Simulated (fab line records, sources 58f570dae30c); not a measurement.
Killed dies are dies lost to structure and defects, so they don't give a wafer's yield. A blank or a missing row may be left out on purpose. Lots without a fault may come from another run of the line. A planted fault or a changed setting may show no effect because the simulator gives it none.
One fault seen from 2 desks | flow berkeley_cmos170 | each desk has only its own numbers; what lay behind them comes last

THE METROLOGY DESK
What the gauges read, lot by lot, whatever tool the lot ran on: means of the sampled wafers that have a number. A lot is out of limits, marked OUT, if its mean lies more than 4 standard deviations from the usual mean; the brackets give that distance.
Columns: A = cd_nm at UCB170_NSD_CD_MEAS_06, usual 1200.0 nm
lot  | first seen here | A
L871 | day 8 06:02     | 1200.6
L870 | day 8 06:29     | 1197.4
L869 | day 8 06:47     | 1122.3 (-52) OUT
L872 | day 8 07:05     | 1121.6 (-52) OUT
L873 | day 8 11:40     | 1135.6 (-43) OUT
L875 | day 9 06:12     | 1199.0
L874 | day 9 06:50     | 1140.8 (-39) OUT
L876 | day 9 12:41     | 1198.3
L885 | day 10 21:28    | 1202.6
L882 | day 10 21:46    | 1199.3
L887 | day 11 22:44    | 1202.5
L889 | day 11 23:21    | 1199.9
L886 | day 11 23:35    | 1200.5
L891 | day 11 23:52    | 1198.5
L890 | day 12 05:53    | 1201.0
L888 | day 12 06:39    | 1200.9
This desk's finding: out of limits on L869, L872, L873, L874; first on L869, day 8 06:47 (cd_nm at UCB170_NSD_CD_MEAS_06). In limits: L871, L870, L875, L876, L885, L882, L887, L889, L886, L891, L890, L888.

THE TOOL OWNER'S DESK: litho_track-03
The tool's own readings at UCB170_NSD_PEB_04: means of the sampled wafers that have a number, for each lot that ran on this tool. A lot is out of limits, marked OUT, if its mean lies more than 4 standard deviations from the usual mean; the brackets give that distance.
Columns: A = heater_power_total_W at UCB170_NSD_PEB_04, usual 56.80 W; B = plate_temp_C at UCB170_NSD_PEB_04, usual 130.01 C
lot  | first seen here | A                       | B
L871 | day 8 05:46     | 56.81                   | 130.15
L869 | day 8 06:31     | 52.14 (-99 or more) OUT | 121.77 (-69) OUT
L872 | day 8 06:49     | 52.11 (-99 or more) OUT | 121.64 (-70) OUT
L873 | day 8 11:23     | 52.14 (-99 or more) OUT | 121.88 (-68) OUT
L874 | day 9 06:34     | 52.13 (-99 or more) OUT | 121.85 (-68) OUT
L891 | day 11 23:35    | 56.76                   | 129.97
This desk's finding: out of limits on L869, L872, L873, L874; first on L869, day 8 06:31 (heater_power_total_W at UCB170_NSD_PEB_04). In limits: L871, L891.

PUT TOGETHER
The tool owner's desk could have raised an alarm at day 8 06:31, on L869, L872, L873, L874.
The metrology desk could have raised an alarm at day 8 06:47, on L869, L872, L873, L874.
Of the lots named, all ran UCB170_NSD_PEB_04 on litho_track-03.

WHAT THE SIMULATOR HAD PUT IN
Process parameter drift: litho_track-03, from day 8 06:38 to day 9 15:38, at UCB170_NSD_PEB_04. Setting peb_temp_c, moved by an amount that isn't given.
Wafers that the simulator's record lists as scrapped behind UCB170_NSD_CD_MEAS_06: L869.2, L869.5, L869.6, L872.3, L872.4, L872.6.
Lots struck among those shown: L869, L872, L873, L874.
